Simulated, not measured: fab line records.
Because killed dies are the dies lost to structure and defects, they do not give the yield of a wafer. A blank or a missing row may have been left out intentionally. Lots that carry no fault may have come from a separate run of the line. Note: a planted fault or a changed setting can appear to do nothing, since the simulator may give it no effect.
Which tool is to blame? | flow berkeleyCmos170 | 39 wafers from 13 lots sampled at 5 of the route's 331 steps

== WHAT EACH GAUGE READ, for each wafer ==
UCB170_M1_OVL_MEAS_10. Usual: for M1_OVL the level is 1 nm and the standard deviation is 5.3.
lot  | measured     | on         | M1_OVL (nm) | flag
L242 | day 7 09:50  | overlay-02 | 4 6 -1      | 
L244 | day 7 18:58  | overlay-02 | 3 1 -1      | 
L247 | day 8 04:04  | overlay-01 | 3 4 4       | 
L245 | day 8 04:19  | overlay-02 | 5 7 1       | 
L248 | day 8 09:38  | overlay-02 | 0 -7 -7     | 
L250 | day 8 11:31  | overlay-02 | 4 9 5       | 
L252 | day 9 04:56  | overlay-02 | -4 -1 -6    | 
L253 | day 9 22:59  | overlay-02 | 9 -2 8      | 
L260 | day 11 09:28 | overlay-01 | -3 -7 -8    | 
L261 | day 11 20:24 | overlay-02 | 3 6 4       | 
L263 | day 11 23:40 | overlay-01 | 12 6 7      | 
L265 | day 12 08:16 | overlay-02 | 1 2 4       | 
L264 | day 12 08:58 | overlay-02 | -2 6 0      | 

UCB170_V1_THK_MEAS_01. Usual: for V1_TEOS_THK the level is 1997 nm and the standard deviation is 24.
lot  | measured     | on           | V1_TEOS_THK (nm) | flag
L242 | day 7 13:46  | filmMetro-03 | 1979 1968 1982   | 
L244 | day 7 23:37  | filmMetro-01 | 1969 1982 2002   | 
L247 | day 8 06:22  | filmMetro-01 | 1964 2029 2001   | 
L245 | day 8 06:22  | filmMetro-03 | 1943 1962 1985   | 
L248 | day 8 19:36  | filmMetro-01 | 1977 2041 1993   | 
L250 | day 8 19:44  | filmMetro-03 | 1981 1987 2018   | 
L252 | day 9 13:09  | filmMetro-02 | 1999 2020 2009   | 
L253 | day 10 02:50 | filmMetro-02 | 1987 2005 2029   | 
L260 | day 11 12:17 | filmMetro-02 | 1965 1990 2002   | 
L261 | day 11 22:55 | filmMetro-02 | 1612 1993 2001   | OFF
L263 | day 12 02:25 | filmMetro-03 | 1997 1994 2053   | 
L265 | day 12 12:54 | filmMetro-03 | 1996 2001 2012   | 
L264 | day 12 13:05 | filmMetro-03 | 2017 2026 2007   | 

== WHAT TOOL EACH LOT RAN ON (gives the tool, then ch and the chambers of the sampled wafers, and finally the start) ==
lot  | UCB170_CONTACT_ETCH_17            | UCB170_CONTACT_ETCH_18                       | UCB170_V1_CVD_00
L242 | rieDiel-01 ch 0,1,3, day 7 06:11  | rieDiel-01 ch 0,1,3, day 7 09:50 or earlier  | pecvd-04 ch 0,2, day 7 13:35
L244 | rieDiel-01 ch 2,3, day 7 16:49    | rieDiel-01 ch 2,3, day 7 18:58 or earlier    | pecvd-03 ch 0,1,2, day 7 23:26
L247 | rieDiel-03 ch 0,2, day 8 01:34    | rieDiel-03 ch 0,2, day 8 04:04 or earlier    | pecvd-04 ch 0,2, day 8 06:11
L245 | rieDiel-04 ch 0,2,3, day 8 01:56  | rieDiel-04 ch 0,2,3, day 8 04:19 or earlier  | pecvd-03 ch 0,1, day 8 06:11
L248 | rieDiel-03 ch 0,1, day 8 07:42    | rieDiel-03 ch 0,1, day 8 09:38 or earlier    | pecvd-02 ch 0,1,2, day 8 19:25
L250 | rieDiel-03 ch 1,2,3, day 8 09:32  | rieDiel-03 ch 1,2,3, day 8 11:31 or earlier  | pecvd-02 ch 0,1,2, day 8 19:35
L252 | rieDiel-03 ch 0,1,3, day 9 02:53  | rieDiel-03 ch 0,1,3, day 9 04:56 or earlier  | pecvd-03 ch 0,1,2, day 9 12:59
L253 | rieDiel-03 ch 0,2, day 9 20:57    | rieDiel-03 ch 0,2, day 9 22:59 or earlier    | pecvd-04 ch 0,1, day 10 02:41
L260 | rieDiel-01 ch 1,2,3, day 11 07:35 | rieDiel-01 ch 1,2,3, day 11 09:28 or earlier | pecvd-02 ch 0,1,2, day 11 12:08
L261 | rieDiel-03 ch 0,1,2, day 11 17:58 | rieDiel-03 ch 0,1,2, day 11 20:24 or earlier | pecvd-03 ch 0,1,2, day 11 22:46
L263 | rieDiel-01 ch 0,2,3, day 11 21:07 | rieDiel-01 ch 0,2,3, day 11 23:40 or earlier | pecvd-02 ch 0,1,2, day 12 02:15
L265 | rieDiel-01 ch 1,2,3, day 12 05:43 | rieDiel-01 ch 1,2,3, day 12 08:16 or earlier | pecvd-02 ch 0,1,2, day 12 12:45
L264 | rieDiel-03 ch 0,3, day 12 06:19   | rieDiel-03 ch 0,3, day 12 08:58 or earlier   | pecvd-04 ch 0,1,2, day 12 12:54
- UCB170_CONTACT_ETCH_17: etches BARC in N2/H2.
- UCB170_CONTACT_ETCH_18: etches PSG in CHF3/CF4/Ar, stops on TiSi2, target depth 840 nm, time 195 s.
- UCB170_V1_CVD_00: deposits SiO2 from TEOS/O2, target thk 2000 nm, time 250 s.

== WHAT THE TOOLS THEMSELVES READ (means of the sampled wafers that have a number; where no wafer has one, the mark that the record gives instead) ==
UCB170_CONTACT_ETCH_17. Usual: biasW 100.02 W, standard deviation 0.27; drypumpMotorCurrentA 5.4 A, standard deviation 0.4; oesProductAu 1.000 a.u., standard deviation 0.025; throttleValvePct 13.28 %, standard deviation 0.18.
lot  | tool       | biasW (W) | drypumpMotorCurrentA (A) | oesProductAu (a.u.) | throttleValvePct (%) | flag
L242 | rieDiel-01 | 100.46    | 5.3                      | 1.009               | 13.31                | 
L244 | rieDiel-01 | 100.10    | 5.7                      | 0.999               | 13.20                | 
L247 | rieDiel-03 | 100.12    | 5.3                      | 1.005               | 13.40                | 
L245 | rieDiel-04 | 99.90     | 6.0                      | 1.003               | 13.32                | 
L248 | rieDiel-03 | 99.81     | 4.9                      | 0.977               | 13.06                | 
L250 | rieDiel-03 | 100.06    | 5.2                      | 1.023               | 13.32                | 
L252 | rieDiel-03 | 100.25    | 5.3                      | 1.002               | 13.24                | 
L253 | rieDiel-03 | 100.05    | 5.4                      | 0.973               | 13.32                | 
L260 | rieDiel-01 | 99.91     | 5.4                      | 0.988               | 13.25                | 
L261 | rieDiel-03 | 100.05    | 5.1                      | 0.991               | 13.23                | 
L263 | rieDiel-01 | 99.86     | 5.6                      | 0.994               | 13.26                | 
L265 | rieDiel-01 | 100.07    | 5.4                      | 0.988               | 13.24                | 
L264 | rieDiel-03 | 100.14    | 5.6                      | 1.022               | 13.42                | 

UCB170_CONTACT_ETCH_18. Usual: cf4FlowSccm 14.99 sccm, standard deviation 0.043; drypumpMotorCurrentA 5.4 A, standard deviation 0.4; mfcArSccm 150.0 sccm, standard deviation 0.42; oesProductAu 0.892 a.u., standard deviation 0.017; throttleValvePct 6.93 %, standard deviation 0.1.
lot  | tool       | cf4FlowSccm (sccm) | drypumpMotorCurrentA (A) | mfcArSccm (sccm) | oesProductAu (a.u.) | throttleValvePct (%) | flag
L242 | rieDiel-01 | 14.99              | 5.3                      | 150.6            | 0.903               | 6.94                 | 
L244 | rieDiel-01 | 15.03              | 5.7                      | 150.1            | 0.902               | 6.85                 | 
L247 | rieDiel-03 | 15.01              | 5.3                      | 150.0            | 0.891               | 7.04                 | 
L245 | rieDiel-04 | 15.01              | 6.0                      | 150.4            | 0.902               | 6.95                 | 
L248 | rieDiel-03 | 15.01              | 5.0                      | 150.5            | 0.868               | 6.81                 | 
L250 | rieDiel-03 | 15.01              | 5.2                      | 150.1            | 0.896               | 6.95                 | 
L252 | rieDiel-03 | 14.99              | 5.3                      | 149.8            | 0.892               | 6.90                 | 
L253 | rieDiel-03 | 15.00              | 5.4                      | 150.2            | 0.882               | 7.00                 | 
L260 | rieDiel-01 | 14.96              | 5.4                      | 149.8            | 0.898               | 6.91                 | 
L261 | rieDiel-03 | 14.97              | 5.1                      | 149.8            | 0.871               | 6.93                 | 
L263 | rieDiel-01 | 15.00              | 5.6                      | 150.0            | 0.914               | 6.88                 | 
L265 | rieDiel-01 | 14.96              | 5.4                      | 150.4            | 0.901               | 6.90                 | 
L264 | rieDiel-03 | 14.97              | 5.6                      | 149.8            | 0.891               | 7.00                 | 

UCB170_V1_CVD_00. Usual: heaterPowerW 274 W, standard deviation 67; runLengthS 277.8 s, standard deviation 0.75.
lot  | tool     | heaterPowerW (W) | runLengthS (s) | flag
L242 | pecvd-04 | 265              | 277.5          | 
L244 | pecvd-03 | 309              | 278.0          | 
L247 | pecvd-04 | 239              | 277.0          | 
L245 | pecvd-03 | 312              | 277.6          | 
L248 | pecvd-02 | 225              | 278.3          | 
L250 | pecvd-02 | 264              | 278.0          | 
L252 | pecvd-03 | 291              | 278.2          | 
L253 | pecvd-04 | 258              | 277.5          | 
L260 | pecvd-02 | 238              | 278.6          | 
L261 | pecvd-03 | 332              | 261.1          | OFF
L263 | pecvd-02 | 260              | 278.2          | 
L265 | pecvd-02 | 261              | 278.2          | 
L264 | pecvd-04 | 309              | 277.1          | 

== THE ANSWER, worked out from the rows above alone ==
Rule: a lot is off if the mean of its wafers that have a number lies more than 3 standard deviations from the usual mean. Also off: a lot with no number at a reading for which 4 or more lots have one. Where the step has rows for the other lots, those lots are counted as sound. Order of review: gauges by route order, followed by the tools' own readings, for which a lot's mean as printed above is used. The first step at which some lot is off is used, and at that step the reading that is off furthest; a lot without a number counts as furthest.
Off: L261, at UCB170_V1_THK_MEAS_01 (V1_TEOS_THK).
If a tool, at a process step before that reading, ran all the lots that are off and no sound lot after the first of them, it fits. Not tried: the gauges at UCB170_V1_THK_MEAS_01; whatever is off there is also off at UCB170_V1_CVD_00, on other tools, and gauge error can't account for it. UCB170_CONTACT_ETCH_18 gives no start for some lots, so the hours and the order of its lots are those of UCB170_M1_OVL_MEAS_10. One fits: pecvd-03 at UCB170_V1_CVD_00. Its last sound lot is L252 (day 9 12:59), its first lot that is off L261 (day 11 22:46): a fault that began between those two fits.
On the lots that are off, the tool's own readings at UCB170_V1_CVD_00 differ by more than 5 times the standard deviation of the sound lots' means, which bears it out; runLengthS reads 261.1 s there versus 277.9 s on the sound lots.

== WHAT THE SIMULATOR HAD INSERTED ==
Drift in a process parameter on pecvd-03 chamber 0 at UCB170_V1_CVD_00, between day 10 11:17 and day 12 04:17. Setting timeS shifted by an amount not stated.
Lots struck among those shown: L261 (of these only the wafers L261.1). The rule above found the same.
